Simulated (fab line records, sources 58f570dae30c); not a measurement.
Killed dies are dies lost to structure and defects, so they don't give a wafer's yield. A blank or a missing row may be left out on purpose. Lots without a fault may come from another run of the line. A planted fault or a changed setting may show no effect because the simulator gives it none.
A struck lot beside a sound one | flow berkeley_cmos170 | 15 steps out of a route of 331
Sound: wafers L591.3, L591.4, L591.6. Struck: wafers L598.2, L598.4, L598.5. The cause comes at the end.
At each step with rows: each side's tool, then ch and its chambers, then its first start. Under that, the readings that differ: sound wafers | struck wafers | difference of the means | sigmas: that difference in standard deviations of wafers without a fault.
alike: readings whose means differ by less than 2 such deviations, and words and numbers that are the same on both sides. not compared: withheld readings, readings that some wafer has no value for, bounds like >300 that may hide the same value, and numbers for which the record gives no deviation and whose values overlap.
The two part at a step that has a row with sigmas, a row that says differs or no value, or rows on one side only. Numbers that don't overlap but have no deviation are shown without sigmas and don't part them. A reading that every wafer of one side lacks parts them only if that side has two wafers or more.

first, 1 step without rows for these wafers: UCB170_M2_SOFTBAKE_06 (time 60 s).
UCB170_M2_STRIP_07: strips in O2.
  sound on plasma_asher-02 ch 0,1, day 8 23:23; struck on plasma_asher-03 ch 1, day 10 23:44
  reading                     | sound       | struck      | difference | sigmas
  drypump_motor_current_A (A) | 5.1 5.3 5.1 | 6.2 6.2 6.2 | +1.0       | +2
  alike: o2_flow_sccm, oes_product_au, strip_time_to_endpoint_s
  not compared: rf_hours_counter_h
then, 7 steps without rows for these wafers: UCB170_M2_STRIP_08 (strips KrF in DMSO, time 600 s); UCB170_M2_COAT_09; UCB170_M2_COAT_10 (resist thk 900 nm); UCB170_M2_SOFTBAKE_11 (time 60 s); UCB170_M2_EXPOSE_12 (exposes mask METAL2, target cd 700 nm); UCB170_M2_PEB_13; UCB170_M2_DEVELOP_14 (develop time 45 s).
UCB170_M2_CD_MEAS_15: target cd 700 nm.
  sound on cd_sem-02, day 9 01:34; struck on cd_sem-02, day 11 01:24
  reading    | sound             | struck            | difference | sigmas
  cd_nm (nm) | 697.4 697.3 697.4 | 701.9 701.7 702.8 | +4.8       | +3
UCB170_M2_OVL_MEAS_16:
  sound on overlay-02, day 9 01:39; struck on overlay-02, day 11 01:30
  alike: M2_OVL
UCB170_M2_ETCH_17: etches BARC in N2/H2.
  sound on rie_diel-02 ch 1,2,3, day 9 01:41; struck on rie_diel-01 ch 2,3, day 11 01:32
  alike: drypump_motor_current_A, oes_product_au, throttle_valve_pct
UCB170_M2_METAL_ETCH_18: etches Al in Cl2/BCl3, stops on SiO2, target depth 1170 nm, time 195 s.
  sound on rie_metal-04 ch 0,1, day 9 01:47; struck on rie_metal-04 ch 1, day 11 01:35
  reading                             | sound             | struck            | difference | sigmas
  oes_product_au (a.u.)               | 0.837 0.893 0.899 | 0.687 0.685 0.686 | -0.190     | -11
  model.KrF_of_M2_COAT_10.thk_nm (nm) | 217.3 191.9 194.2 | 535.8 539.8 532.9 | +335.0     |
  model.M2.feature_depth_nm (nm)      | 963.6 966.9 982   | 605.9 606.5 609.8 | -363.4     |
  model.etch.depth_nm (nm)            | 908 908.7 923.9   | 605.9 606.5 609.8 | -306.1     |
  alike: drypump_motor_current_A, throttle_valve_pct
  not compared: rf_hours_counter_h
UCB170_M2_STRIP_19: strips in O2.
  sound on plasma_asher-01 ch 0,1, day 9 01:56; struck on plasma_asher-02 ch 0,1, day 11 01:46
  reading               | sound             | struck            | difference | sigmas
  oes_product_au (a.u.) | 0.549 0.523 0.520 | 0.727 0.725 0.731 | +0.197     | +13
  alike: drypump_motor_current_A, o2_flow_sccm
  not compared: rf_hours_counter_h
UCB170_M2_CD_MEAS_90: target cd 700 nm.
  sound on cd_sem-02, day 9 02:03; struck on cd_sem-02, day 11 01:53
  reading    | sound             | struck            | difference | sigmas
  cd_nm (nm) | 695.4 698.2 697.2 | 725.9 724.2 725.7 | +28.3      | +10

WHERE THEY PART
First at UCB170_M2_STRIP_07; last, within this record, at UCB170_M2_CD_MEAS_90.

WHY: what the simulator had put in
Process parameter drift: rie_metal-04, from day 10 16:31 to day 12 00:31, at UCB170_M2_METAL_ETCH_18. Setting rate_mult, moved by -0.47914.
